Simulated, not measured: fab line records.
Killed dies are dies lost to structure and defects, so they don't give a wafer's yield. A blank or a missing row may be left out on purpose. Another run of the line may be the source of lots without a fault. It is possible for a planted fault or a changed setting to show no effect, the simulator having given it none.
Which tool did it? | flow berkeley-cmos170 | 39 wafers from 13 lots sampled at 4 of the route's 331 steps

## WHAT THE GAUGES READ, wafer by wafer
UCB170_M2_CD_MEAS_15: the cd target is 700 nm. Usual: 699.3 nm for cd-nm, sd 1.4.
lot  | measured     | on        | cd-nm (nm)        | flag
L257 | day 8 14:22  | cd-sem-01 | 700.1 699.7 699.0 |
L261 | day 9 17:07  | cd-sem-02 | 701.9 698.4 699.3 |
L262 | day 9 18:39  | cd-sem-02 | 700.3 700.6 700.6 |
L263 | day 9 21:26  | cd-sem-02 | 701.2 700.5 700.9 |
L270 | day 11 08:29 | cd-sem-02 | 701.8 701.4 702.3 |
L271 | day 11 08:24 | cd-sem-01 | 697.9 698.1 697.3 |
L273 | day 11 19:38 | cd-sem-02 | 697.3 697.7 696.4 |
L272 | day 11 21:13 | cd-sem-02 | 700.0 699.8 699.9 |
L278 | day 12 09:00 | cd-sem-01 | 701.1 700.3 700.0 |
L274 | day 12 11:46 | cd-sem-01 | 699.7 699.6 700.4 |
L279 | day 13 10:49 | cd-sem-02 | 699.1 699.4 698.1 |
L276 | day 13 10:58 | cd-sem-01 | 697.0 698.0 697.2 |
L280 | day 13 20:08 | cd-sem-02 | 698.8 699.6 700.1 |

UCB170_M3_RS_MEAS_02: uses a four-point probe to measure. Usual: for M3_AL_RS the level is 0.0321 ohm/sq and the standard deviation is 0.00033.
lot  | measured     | on            | M3_AL_RS (ohm/sq)    | flag
L257 | day 8 17:49  | film-metro-01 | 0.0328 0.0329 0.0323 |
L261 | day 9 21:28  | film-metro-01 | 0.0326 0.0322 0.0321 |
L262 | day 9 22:23  | film-metro-02 | 0.0324 0.0323 0.0322 |
L263 | day 10 01:07 | film-metro-03 | 0.0319 0.0321 0.0324 |
L270 | day 11 12:02 | film-metro-03 | 0.0322 0.0318 0.0320 |
L271 | day 11 12:19 | film-metro-02 | 0.0320 0.0320 0.0316 |
L273 | day 11 23:02 | film-metro-03 | 0.0323 0.0319 0.0326 |
L272 | day 12 00:23 | film-metro-03 | 0.0321 0.0320 0.0320 |
L278 | day 12 12:48 | film-metro-03 | 0.0319 0.0317 0.0324 |
L274 | day 12 15:16 | film-metro-01 | 0.0323 0.0319 0.0320 |
L279 | day 13 13:56 | film-metro-02 | 0.0316 0.0315 0.0316 |
L276 | day 13 14:05 | film-metro-01 | 0.0317 0.0318 0.0317 |
L280 | day 13 23:43 | film-metro-03 | 0.0323 0.0323 0.0319 |

UCB170_M3_THK_MEAS_03: measures by xrf. Usual: for M3_AL_THK the level is 907 nm and the standard deviation is 9.
lot  | measured     | on            | M3_AL_THK (nm) | flag
L257 | day 8 17:56  | film-metro-01 | 893 889 906    |
L261 | day 9 21:35  | film-metro-01 | 899 905 906    |
L262 | day 9 22:29  | film-metro-02 | 893 902 903    |
L263 | day 10 01:14 | film-metro-03 | 915 912 898    |
L270 | day 11 12:08 | film-metro-03 | 913 918 912    |
L271 | day 11 12:26 | film-metro-02 | 910 910 911    |
L273 | day 11 23:10 | film-metro-03 | 907 915 899    |
L272 | day 12 00:30 | film-metro-03 | 910 906 914    |
L278 | day 12 12:55 | film-metro-03 | 916 917 903    |
L274 | day 12 15:22 | film-metro-01 | 903 913 913    |
L279 | day 13 14:03 | film-metro-02 | 914 926 916    |
L276 | day 13 14:12 | film-metro-01 | 926 926 926    |
L280 | day 13 23:50 | film-metro-03 | 905 900 914    |

## EACH LOT AND THE TOOL THAT RAN IT (in order: tool; ch and the chambers of the sampled wafers; start)
lot  | UCB170_SILICIDE_WET_ETCH_05
L257 | wet-bench-03 ch 1, day 7 21:10
L261 | wet-bench-02 ch 1, day 9 01:26
L262 | wet-bench-04 ch 1, day 9 01:52
L263 | wet-bench-03 ch 2, day 9 02:29
L270 | wet-bench-04 ch 2, day 10 12:01
L271 | wet-bench-04 ch 3, day 10 12:26
L273 | wet-bench-04 ch 0, day 11 06:38
L272 | wet-bench-04 ch 0, day 11 07:11
L278 | wet-bench-04 ch 2, day 11 20:07
L274 | wet-bench-02 ch 0, day 11 20:25
L279 | wet-bench-02 ch 3, day 12 17:44
L276 | wet-bench-04 ch 3, day 12 17:56
L280 | wet-bench-04 ch 3, day 13 01:56
- UCB170_SILICIDE_WET_ETCH_05: etches Ti in SPM, time 45 s.

## AS READ BY THE TOOLS THEMSELVES (means over the sampled wafers that have a number; for cases with no such wafer, the mark the record gives instead)
UCB170_SILICIDE_WET_ETCH_05. Usual: 120.00 C for temp-c, sd 0.13.
lot  | tool         | temp-c (C) | flag
L257 | wet-bench-03 | 119.96     |
L261 | wet-bench-02 | 120.13     |
L262 | wet-bench-04 | 120.24     |
L263 | wet-bench-03 | 119.86     |
L270 | wet-bench-04 | 120.01     |
L271 | wet-bench-04 | 119.92     |
L273 | wet-bench-04 | 120.01     |
L272 | wet-bench-04 | 119.89     |
L278 | wet-bench-04 | 120.06     |
L274 | wet-bench-02 | 119.95     |
L279 | wet-bench-02 | 119.97     |
L276 | wet-bench-04 | 119.84     |
L280 | wet-bench-04 | 120.04     |

## THE ANSWER, worked out from the rows above alone
Rule: take the mean of a lot's wafers that have a number; if it is more than 3 standard deviations from the usual mean, the lot is off. A lot without any number at a reading at which 4 lots or more have one is off too. All remaining lots with rows at the step are treated as sound. First the gauges in route order, then the tools' own readings, where a lot's mean is used as printed above. The first step at which some lot is off is used, and at that step the reading that is off furthest; a lot without a number counts as furthest.
No lot is off at any reading shown: from this, nothing can be told.

## WHAT HAD BEEN PUT IN BY THE SIMULATOR
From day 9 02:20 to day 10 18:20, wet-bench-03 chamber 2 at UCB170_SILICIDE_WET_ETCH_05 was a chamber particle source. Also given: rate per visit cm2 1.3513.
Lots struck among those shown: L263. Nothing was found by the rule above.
